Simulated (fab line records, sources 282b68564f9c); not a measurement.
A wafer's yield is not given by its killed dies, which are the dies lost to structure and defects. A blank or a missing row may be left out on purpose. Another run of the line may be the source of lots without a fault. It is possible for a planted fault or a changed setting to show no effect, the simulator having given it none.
fab line records :: flow ritCmos
[record]
  lots = 15
  wafers = 45
  lastDay = 7
route steps=202 shown PWELL@47 M1@202
lots untouched by any fault: they come from a run of this same line in which no faults occurred
startH: hours from the record's first day to the start of the lot's first wafer shown :: waitH: how many hours have passed since the lot's step before this one :: " same as the row above :: L1.1+2: several wafers, shown together as one row :: - no value, or no start given :: * or withheld: withheld :: < > ~ a bound
route shown NAME@n: names a module that has steps shown in the file, with the first one's number in the route :: usual: the fault-free wafers' mean and standard deviation :: same: alike in all rows :: chamber/n: place in a boat :: sites: the reading at each site :: _std_site: how widely they spread, as a standard deviation :: _edge_site: the outer-site mean with the inner-site mean subtracted :: radiusMm: how far each site lies from the wafer's centre :: mask NAME#n: copy n :: behind: the most recent tool/chamber to have shaped the wafer :: hold: cause of the lot's hold/its duration in hours/its outcome :: device: whichever transistor did not switch (one of n, p or np) :: end of line: at the end of the route, the tests of the same wafers :: a step given without rows: its recipe and nothing more :: killed: at the first sort, the dies lost to defects and structure; wafer yield is something else :: map: per-die view of a wafer (x killed, . not killed, _ where there is no die)
set.NAME: the setting as run; set.NAME@STEP: as run at that earlier step :: model.NAME: the simulator's own value behind a step, which no gauge read
steps of the route over a sample of lots; a table a step, a row a wafer
services: the hour from which a tool's chamber was out of use, counted from the record's first day as startH (under 0 if before that day), plus the number of hours and why
[[steps]]
[step RIT_PWELL_IMPLANT_08]
[recipe]
  species = B
  energyKev = 170
  doseCm2 = 7.048e+13
  tiltDeg = 7
lot.wafer: L182.1+5+6
tool: implanter-01
chamber: 0
startH: 23.06
waitH: 0.2

lot.wafer: L185.2+3+4
tool: implanter-01
chamber: 0
startH: 37.46
waitH: 0.2

lot.wafer: L186.1+2+3
tool: implanter-01
chamber: 0
startH: 44.08
waitH: 0.2

lot.wafer: L187.1+2+3
tool: implanter-04
chamber: 0
startH: 48.64
waitH: 0.2

lot.wafer: L188.1+4+5
tool: implanter-04
chamber: 0
startH: 53.70
waitH: 0.2

lot.wafer: L189.1+2+5
tool: implanter-01
chamber: 0
startH: 58.76
waitH: 0.2

lot.wafer: L190.1+2+3
tool: implanter-01
chamber: 0
startH: 62.35
waitH: 0.2

lot.wafer: L190.1+2+3
tool: implanter-01
chamber: 0
startH: 62.66
waitH: 0.3

lot.wafer: L193.1+2+6
tool: implanter-01
chamber: 0
startH: 80.16
waitH: 0.2

lot.wafer: L193.1+2+6
tool: implanter-01
chamber: 0
startH: 80.48
waitH: 0.3

lot.wafer: L196.2+3+6
tool: implanter-03
chamber: 0
startH: 93.64
waitH: 0.2

lot.wafer: L198.1+4+5
tool: implanter-01
chamber: 0
startH: 104.15
waitH: 0.2

lot.wafer: L198.1+4+5
tool: implanter-01
chamber: 0
startH: 104.47
waitH: 0.3

lot.wafer: L199.1+2+5
tool: implanter-03
chamber: 0
startH: 109.15
waitH: 0.2

lot.wafer: L200.2+4+6
tool: implanter-03
chamber: 0
startH: 115.22
waitH: 0.2

lot.wafer: L201.1+2+4
tool: implanter-03
chamber: 0
startH: 119.41
waitH: 0.2

lot.wafer: L204.1+3+6
tool: implanter-04
chamber: 0
startH: 135.52
waitH: 0.2

lot.wafer: L205.1+4+6
tool: implanter-03
chamber: 0
startH: 140.44
waitH: 0.2
[step RIT_PWELL_TW_MEAS_10]
[usual]
  PWELL_TW = 962/9.4
lot.wafer: L182.1
tool: filmMetro-03
chamber: -
startH: 23.38
waitH: 0.1
PWELL_TW: 963

lot.wafer: L182.5
tool: filmMetro-03
chamber: -
startH: 23.38
waitH: 0.1
PWELL_TW: 964

lot.wafer: L182.6
tool: filmMetro-03
chamber: -
startH: 23.38
waitH: 0.1
PWELL_TW: 963

lot.wafer: L185.2
tool: filmMetro-03
chamber: -
startH: 37.77
waitH: 0.1
PWELL_TW: 961

lot.wafer: L185.3
tool: filmMetro-03
chamber: -
startH: 37.77
waitH: 0.1
PWELL_TW: 963

lot.wafer: L185.4
tool: filmMetro-03
chamber: -
startH: 37.77
waitH: 0.1
PWELL_TW: 955

lot.wafer: L186.1
tool: filmMetro-03
chamber: -
startH: 44.40
waitH: 0.1
PWELL_TW: 960

lot.wafer: L186.2
tool: filmMetro-03
chamber: -
startH: 44.40
waitH: 0.1
PWELL_TW: 956

lot.wafer: L186.3
tool: filmMetro-03
chamber: -
startH: 44.40
waitH: 0.1
PWELL_TW: 962

lot.wafer: L187.1
tool: filmMetro-03
chamber: -
startH: 48.96
waitH: 0.1
PWELL_TW: 958

lot.wafer: L187.2
tool: filmMetro-03
chamber: -
startH: 48.96
waitH: 0.1
PWELL_TW: 962

lot.wafer: L187.3
tool: filmMetro-03
chamber: -
startH: 48.96
waitH: 0.1
PWELL_TW: 960

lot.wafer: L188.1
tool: filmMetro-02
chamber: -
startH: 54.03
waitH: 0.1
PWELL_TW: 949

lot.wafer: L188.4
tool: filmMetro-02
chamber: -
startH: 54.03
waitH: 0.1
PWELL_TW: 954

lot.wafer: L188.5
tool: filmMetro-02
chamber: -
startH: 54.03
waitH: 0.1
PWELL_TW: 950

lot.wafer: L189.1
tool: filmMetro-03
chamber: -
startH: 59.08
waitH: 0.1
PWELL_TW: 962

lot.wafer: L189.2
tool: filmMetro-03
chamber: -
startH: 59.08
waitH: 0.1
PWELL_TW: 956

lot.wafer: L189.5
tool: filmMetro-03
chamber: -
startH: 59.08
waitH: 0.1
PWELL_TW: 958

lot.wafer: L190.1
tool: filmMetro-03
chamber: -
startH: 62.99
waitH: 0.1
PWELL_TW: 1204

lot.wafer: L190.2
tool: filmMetro-03
chamber: -
startH: 62.99
waitH: 0.1
PWELL_TW: 1210

lot.wafer: L190.3
tool: filmMetro-03
chamber: -
startH: 62.99
waitH: 0.1
PWELL_TW: 1197

lot.wafer: L193.1
tool: filmMetro-04
chamber: -
startH: 80.80
waitH: 0.1
PWELL_TW: 1207

lot.wafer: L193.2
tool: filmMetro-04
chamber: -
startH: 80.80
waitH: 0.1
PWELL_TW: 1215

lot.wafer: L193.6
tool: filmMetro-04
chamber: -
startH: 80.80
waitH: 0.1
PWELL_TW: 1208

lot.wafer: L196.2
tool: filmMetro-02
chamber: -
startH: 93.95
waitH: 0.1
PWELL_TW: 954

lot.wafer: L196.3
tool: filmMetro-02
chamber: -
startH: 93.95
waitH: 0.1
PWELL_TW: 956

lot.wafer: L196.6
tool: filmMetro-02
chamber: -
startH: 93.95
waitH: 0.1
PWELL_TW: 950

lot.wafer: L198.1
tool: filmMetro-03
chamber: -
startH: 104.79
waitH: 0.1
PWELL_TW: 1184

lot.wafer: L198.4
tool: filmMetro-03
chamber: -
startH: 104.79
waitH: 0.1
PWELL_TW: 1198

lot.wafer: L198.5
tool: filmMetro-03
chamber: -
startH: 104.79
waitH: 0.1
PWELL_TW: 1196

lot.wafer: L199.1
tool: filmMetro-03
chamber: -
startH: 109.47
waitH: 0.1
PWELL_TW: 951

lot.wafer: L199.2
tool: filmMetro-03
chamber: -
startH: 109.47
waitH: 0.1
PWELL_TW: 952

lot.wafer: L199.5
tool: filmMetro-03
chamber: -
startH: 109.47
waitH: 0.1
PWELL_TW: 956

lot.wafer: L200.2
tool: filmMetro-03
chamber: -
startH: 115.53
waitH: 0.1
PWELL_TW: 955

lot.wafer: L200.4
tool: filmMetro-03
chamber: -
startH: 115.53
waitH: 0.1
PWELL_TW: 955

lot.wafer: L200.6
tool: filmMetro-03
chamber: -
startH: 115.53
waitH: 0.1
PWELL_TW: 957

lot.wafer: L201.1
tool: filmMetro-04
chamber: -
startH: 119.73
waitH: 0.1
PWELL_TW: 977

lot.wafer: L201.2
tool: filmMetro-04
chamber: -
startH: 119.73
waitH: 0.1
PWELL_TW: 975

lot.wafer: L201.4
tool: filmMetro-04
chamber: -
startH: 119.73
waitH: 0.1
PWELL_TW: 982

lot.wafer: L204.1
tool: filmMetro-03
chamber: -
startH: 135.84
waitH: 0.1
PWELL_TW: 953

lot.wafer: L204.3
tool: filmMetro-03
chamber: -
startH: 135.84
waitH: 0.1
PWELL_TW: 956

lot.wafer: L204.6
tool: filmMetro-03
chamber: -
startH: 135.84
waitH: 0.1
PWELL_TW: 955

lot.wafer: L205.1
tool: filmMetro-03
chamber: -
startH: 140.76
waitH: 0.1
PWELL_TW: 965

lot.wafer: L205.4
tool: filmMetro-03
chamber: -
startH: 140.76
waitH: 0.1
PWELL_TW: 959

lot.wafer: L205.6
tool: filmMetro-03
chamber: -
startH: 140.76
waitH: 0.1
PWELL_TW: 957
[step RIT_WELLDRIVE_RS_MEAS_02]
[recipe]
  thkMeasGauge = four-point-probe
[usual]
  PWELL_RS = 427.8/1.4
lot.wafer: L182.1
tool: filmMetro-03
chamber: -
startH: 29.33
waitH: 0.1
PWELL_RS[ohm/sq]: 430.5

lot.wafer: L182.5
tool: filmMetro-03
chamber: -
startH: 29.33
waitH: 0.1
PWELL_RS[ohm/sq]: 429.1

lot.wafer: L182.6
tool: filmMetro-03
chamber: -
startH: 29.33
waitH: 0.1
PWELL_RS[ohm/sq]: 428.9

lot.wafer: L185.2
tool: filmMetro-02
chamber: -
startH: 43.59
waitH: 0.1
PWELL_RS[ohm/sq]: 429.2

lot.wafer: L185.3
tool: filmMetro-02
chamber: -
startH: 43.59
waitH: 0.1
PWELL_RS[ohm/sq]: 427.0

lot.wafer: L185.4
tool: filmMetro-02
chamber: -
startH: 43.59
waitH: 0.1
PWELL_RS[ohm/sq]: 428.8

lot.wafer: L186.1
tool: filmMetro-03
chamber: -
startH: 50.03
waitH: 0.1
PWELL_RS[ohm/sq]: 427.9

lot.wafer: L186.2
tool: filmMetro-03
chamber: -
startH: 50.03
waitH: 0.1
PWELL_RS[ohm/sq]: 427.7

lot.wafer: L186.3
tool: filmMetro-03
chamber: -
startH: 50.03
waitH: 0.1
PWELL_RS[ohm/sq]: 427.7

lot.wafer: L187.1
tool: filmMetro-03
chamber: -
startH: 54.22
waitH: 0.1
PWELL_RS[ohm/sq]: 427.5

lot.wafer: L187.2
tool: filmMetro-03
chamber: -
startH: 54.22
waitH: 0.1
PWELL_RS[ohm/sq]: 428.1

lot.wafer: L187.3
tool: filmMetro-03
chamber: -
startH: 54.22
waitH: 0.1
PWELL_RS[ohm/sq]: 426.3

lot.wafer: L188.1
tool: filmMetro-03
chamber: -
startH: 60.07
waitH: 0.1
PWELL_RS[ohm/sq]: 426.8

lot.wafer: L188.4
tool: filmMetro-03
chamber: -
startH: 60.07
waitH: 0.1
PWELL_RS[ohm/sq]: 426.4

lot.wafer: L188.5
tool: filmMetro-03
chamber: -
startH: 60.07
waitH: 0.1
PWELL_RS[ohm/sq]: 426.3

lot.wafer: L189.1
tool: filmMetro-03
chamber: -
startH: 64.35
waitH: 0.1
PWELL_RS[ohm/sq]: 428.5

lot.wafer: L189.2
tool: filmMetro-03
chamber: -
startH: 64.35
waitH: 0.1
PWELL_RS[ohm/sq]: 426.0

lot.wafer: L189.5
tool: filmMetro-03
chamber: -
startH: 64.35
waitH: 0.1
PWELL_RS[ohm/sq]: 426.9

lot.wafer: L190.1
tool: filmMetro-03
chamber: -
startH: 69.10
waitH: 1.0
PWELL_RS[ohm/sq]: 278.3

lot.wafer: L190.2
tool: filmMetro-03
chamber: -
startH: 69.10
waitH: 1.0
PWELL_RS[ohm/sq]: 278.7

lot.wafer: L190.3
tool: filmMetro-03
chamber: -
startH: 69.10
waitH: 1.0
PWELL_RS[ohm/sq]: 278.8

lot.wafer: L193.1
tool: filmMetro-03
chamber: -
startH: 86.07
waitH: 0.1
PWELL_RS[ohm/sq]: 279.3

lot.wafer: L193.2
tool: filmMetro-03
chamber: -
startH: 86.07
waitH: 0.1
PWELL_RS[ohm/sq]: 280.2

lot.wafer: L193.6
tool: filmMetro-03
chamber: -
startH: 86.07
waitH: 0.1
PWELL_RS[ohm/sq]: 280.3

lot.wafer: L196.2
tool: filmMetro-03
chamber: -
startH: 99.39
waitH: 0.1
PWELL_RS[ohm/sq]: 424.4

lot.wafer: L196.3
tool: filmMetro-03
chamber: -
startH: 99.39
waitH: 0.1
PWELL_RS[ohm/sq]: 424.5

lot.wafer: L196.6
tool: filmMetro-03
chamber: -
startH: 99.39
waitH: 0.1
PWELL_RS[ohm/sq]: 426.2

lot.wafer: L198.1
tool: filmMetro-02
chamber: -
startH: 110.08
waitH: 0.1
PWELL_RS[ohm/sq]: 279.0

lot.wafer: L198.4
tool: filmMetro-02
chamber: -
startH: 110.08
waitH: 0.1
PWELL_RS[ohm/sq]: 278.2

lot.wafer: L198.5
tool: filmMetro-02
chamber: -
startH: 110.08
waitH: 0.1
PWELL_RS[ohm/sq]: 279.0

lot.wafer: L199.1
tool: filmMetro-02
chamber: -
startH: 115.17
waitH: 0.1
PWELL_RS[ohm/sq]: 427.3

lot.wafer: L199.2
tool: filmMetro-02
chamber: -
startH: 115.17
waitH: 0.1
PWELL_RS[ohm/sq]: 427.0

lot.wafer: L199.5
tool: filmMetro-02
chamber: -
startH: 115.17
waitH: 0.1
PWELL_RS[ohm/sq]: 427.4

lot.wafer: L200.2
tool: filmMetro-02
chamber: -
startH: 120.80
waitH: 0.1
PWELL_RS[ohm/sq]: 427.2

lot.wafer: L200.4
tool: filmMetro-02
chamber: -
startH: 120.80
waitH: 0.1
PWELL_RS[ohm/sq]: 426.1

lot.wafer: L200.6
tool: filmMetro-02
chamber: -
startH: 120.80
waitH: 0.1
PWELL_RS[ohm/sq]: 426.4

lot.wafer: L201.1
tool: filmMetro-04
chamber: -
startH: 125.27
waitH: 0.1
PWELL_RS[ohm/sq]: 428.8

lot.wafer: L201.2
tool: filmMetro-04
chamber: -
startH: 125.27
waitH: 0.1
PWELL_RS[ohm/sq]: 428.1

lot.wafer: L201.4
tool: filmMetro-04
chamber: -
startH: 125.27
waitH: 0.1
PWELL_RS[ohm/sq]: 428.0

lot.wafer: L204.1
tool: filmMetro-04
chamber: -
startH: 141.98
waitH: 0.1
PWELL_RS[ohm/sq]: 428.2

lot.wafer: L204.3
tool: filmMetro-04
chamber: -
startH: 141.98
waitH: 0.1
PWELL_RS[ohm/sq]: 428.7

lot.wafer: L204.6
tool: filmMetro-04
chamber: -
startH: 141.98
waitH: 0.1
PWELL_RS[ohm/sq]: 429.4

lot.wafer: L205.1
tool: filmMetro-02
chamber: -
startH: 147.15
waitH: 0.1
PWELL_RS[ohm/sq]: 429.0

lot.wafer: L205.4
tool: filmMetro-02
chamber: -
startH: 147.15
waitH: 0.1
PWELL_RS[ohm/sq]: 428.7

lot.wafer: L205.6
tool: filmMetro-02
chamber: -
startH: 147.15
waitH: 0.1
PWELL_RS[ohm/sq]: 429.5
[step RIT_M1_PROBE_99]
[usual]
  killedAtContacts = 0.1/0.31
  killedAtFrontEnd = 7/3.2
  killedDies = 7/3.2
  killedOpen = 3.6/1.9
  killedShort = 3.6/2
[same]
  grossDies = 264
  killed_at_M0_to_M3 = 0
  killed_at_M4_up = 0
  killedAtBackSide = 0
  killedAtOther = 0
lot.wafer: L186.1
tool: prober-02
chamber: -
startH: 79.98
waitH: 0.1
killedAtContacts: 1
killedAtFrontEnd: 8
killedDies: 9
killedOpen: 2
killedShort: 7

lot.wafer: L186.2
tool: prober-02
chamber: -
startH: 80.03
waitH: 0.1
killedAtContacts: 1
killedAtFrontEnd: 4
killedDies: 5
killedOpen: 3
killedShort: 2

lot.wafer: L186.3
tool: prober-02
chamber: -
startH: 80.08
waitH: 0.2
killedAtContacts: 0
killedAtFrontEnd: 8
killedDies: 8
killedOpen: 6
killedShort: 2

lot.wafer: L193.1
tool: prober-02
chamber: -
startH: 117.18
waitH: 0.1
killedAtContacts: 0
killedAtFrontEnd: 5
killedDies: 5
killedOpen: 4
killedShort: 1

lot.wafer: L193.2
tool: prober-02
chamber: -
startH: 117.23
waitH: 0.1
killedAtContacts: 0
killedAtFrontEnd: 5
killedDies: 5
killedOpen: 4
killedShort: 1

lot.wafer: L193.6
tool: prober-02
chamber: -
startH: 117.43
waitH: 0.2
killedAtContacts: 0
killedAtFrontEnd: 3
killedDies: 3
killedOpen: 1
killedShort: 2

lot.wafer: L198.1
tool: prober-02
chamber: -
startH: 138.53
waitH: 0.1
killedAtContacts: 0
killedAtFrontEnd: 4
killedDies: 4
killedOpen: 2
killedShort: 2

lot.wafer: L198.4
tool: prober-02
chamber: -
startH: 138.68
waitH: 0.2
killedAtContacts: 0
killedAtFrontEnd: 6
killedDies: 6
killedOpen: 3
killedShort: 3

lot.wafer: L198.5
tool: prober-02
chamber: -
startH: 138.73
waitH: 0.2
killedAtContacts: 0
killedAtFrontEnd: 7
killedDies: 7
killedOpen: 2
killedShort: 5

lot.wafer: L200.2
tool: prober-02
chamber: -
startH: 152.39
waitH: 0.1
killedAtContacts: 0
killedAtFrontEnd: 7
killedDies: 7
killedOpen: 2
killedShort: 5

lot.wafer: L200.4
tool: prober-02
chamber: -
startH: 152.49
waitH: 0.2
killedAtContacts: 1
killedAtFrontEnd: 6
killedDies: 7
killedOpen: 2
killedShort: 5

lot.wafer: L200.6
tool: prober-02
chamber: -
startH: 152.59
waitH: 0.2
killedAtContacts: 0
killedAtFrontEnd: 5
killedDies: 5
killedOpen: 3
killedShort: 2

lot.wafer: L201.1
tool: prober-01
chamber: -
startH: 155.46
waitH: 0.1
killedAtContacts: 0
killedAtFrontEnd: 16
killedDies: 16
killedOpen: 8
killedShort: 8

lot.wafer: L201.2
tool: prober-01
chamber: -
startH: 155.51
waitH: 0.1
killedAtContacts: 0
killedAtFrontEnd: 9
killedDies: 9
killedOpen: 4
killedShort: 4

lot.wafer: L201.4
tool: prober-01
chamber: -
startH: 155.61
waitH: 0.2
killedAtContacts: 0
killedAtFrontEnd: 8
killedDies: 8
killedOpen: 3
killedShort: 5
// killed by level:class
L186.1 FOX1:geometricParticle:short=2 GATE:geometricParticle:short=2 SPACER:geometricParticle:short=2 FOX1:geometricParticle:open=1 SILICIDE:geometricParticle:short=1 CONTACT:geometricParticle:open=1
L186.2 FOX1:geometricParticle:open=1 GATE:geometricParticle:short=1 SILICIDE:geometricParticle:short=1 SILICIDE:geometricParticle:open=1 CONTACT:geometricParticle:open=1
L186.3 GATE:geometricParticle:open=3 REOX:geometricParticle:open=2 FOX1:geometricParticle:open=1 REOX:geometricParticle:short=1 SILICIDE:geometricParticle:short=1
L193.1 GATE:geometricParticle:open=3 GATE:geometricParticle:short=1 REOX:geometricParticle:open=1
L193.2 REOX:geometricParticle:open=2 FOX1:geometricParticle:open=1 GATE:geometricParticle:open=1 GATE:geometricParticle:short=1
L193.6 GATE:geometricParticle:short=1 SPACER:geometricParticle:short=1 SILICIDE:geometricParticle:open=1
L198.1 FOX1:geometricParticle:open=1 FOX2:geometricParticle:short=1 GATE:geometricParticle:short=1 SPACER:geometricParticle:open=1
L198.4 FOX1:geometricParticle:open=3 FOX1:geometricParticle:short=1 GATE:geometricParticle:short=1 SPACER:geometricParticle:short=1
L198.5 FOX1:geometricParticle:short=2 GATE:geometricParticle:open=2 GATE:geometricParticle:short=1 SPACER:geometricParticle:short=1 SILICIDE:geometricParticle:short=1
L200.2 GATE:geometricParticle:short=3 FOX1:geometricParticle:short=1 REOX:geometricParticle:short=1 REOX:geometricParticle:open=1 SILICIDE:geometricParticle:open=1
L200.4 GATE:geometricParticle:short=3 FOX1:geometricParticle:short=1 SILICIDE:geometricParticle:short=1 SILICIDE:geometricParticle:open=1 CONTACT:geometricParticle:open=1
L200.6 GATE:geometricParticle:open=2 FOX1:geometricParticle:open=1 GATE:geometricParticle:short=1 REOX:geometricParticle:short=1
L201.1 GATE:geometricParticle:open=4 FOX1:geometricParticle:short=3 GATE:geometricParticle:short=3 FOX1:geometricParticle:open=2 FOX2:geometricParticle:short=2 FOX2:geometricParticle:open=1 SILICIDE:geometricParticle:open=1
L201.2 GATE:geometricParticle:open=3 GATE:geometricParticle:short=3 SPACER:geometricParticle:short=1 SILICIDE:geometricParticle:open=1 PLDD:coatMicrobubblePrinted=1
L201.4 GATE:geometricParticle:short=3 FOX2:geometricParticle:short=2 GATE:geometricParticle:open=2 FOX1:geometricParticle:open=1
[[services]]
tool: implanter-01
chamber: -
startH: 5.20
hours: 4.3
kind: repair

tool: implanter-04
chamber: -
startH: 113.77
hours: 1.9
kind: repair

tool: implanter-01
chamber: -
startH: 122.30
hours: 9.5
kind: repair

tool: implanter-03
chamber: -
startH: 130.74
hours: 3.7
kind: pm
[[key]]
[firstSign]
  step = RIT_PWELL_IMPLANT_08
  reading = visit
  direction = added
[effect]
  step = RIT_PWELL_TW_MEAS_10
  reading = PWELL_TW
  direction = up
  sigmas = 26
  usual = 962
  struck = 1202
[effect]
  step = RIT_WELLDRIVE_RS_MEAS_02
  reading = PWELL_RS
  direction = down
  sigmas = 99+
  usual = 427.8
  struck = 279.1
metAt RIT_PWELL_IMPLANT_08
struckLots L190,L193,L198
testerLeftOut L190,L193,L198
[fault]
  kind = repeatedStepWhole
  tool = implanter-01,implanter-03,implanter-04
  chamber = -
  onsetH = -
  steps = RIT_PWELL_IMPLANT_08
  times = 1
  scope = struckLotsOnly
// testerLeftOut: of these lots the tester's yield and bins aren't shown, on N5 and GAA mostly nor the transistor test; their killed dies are dies lost to structure and defects alone, not to doping, threshold or leakage, so they don't give the yield
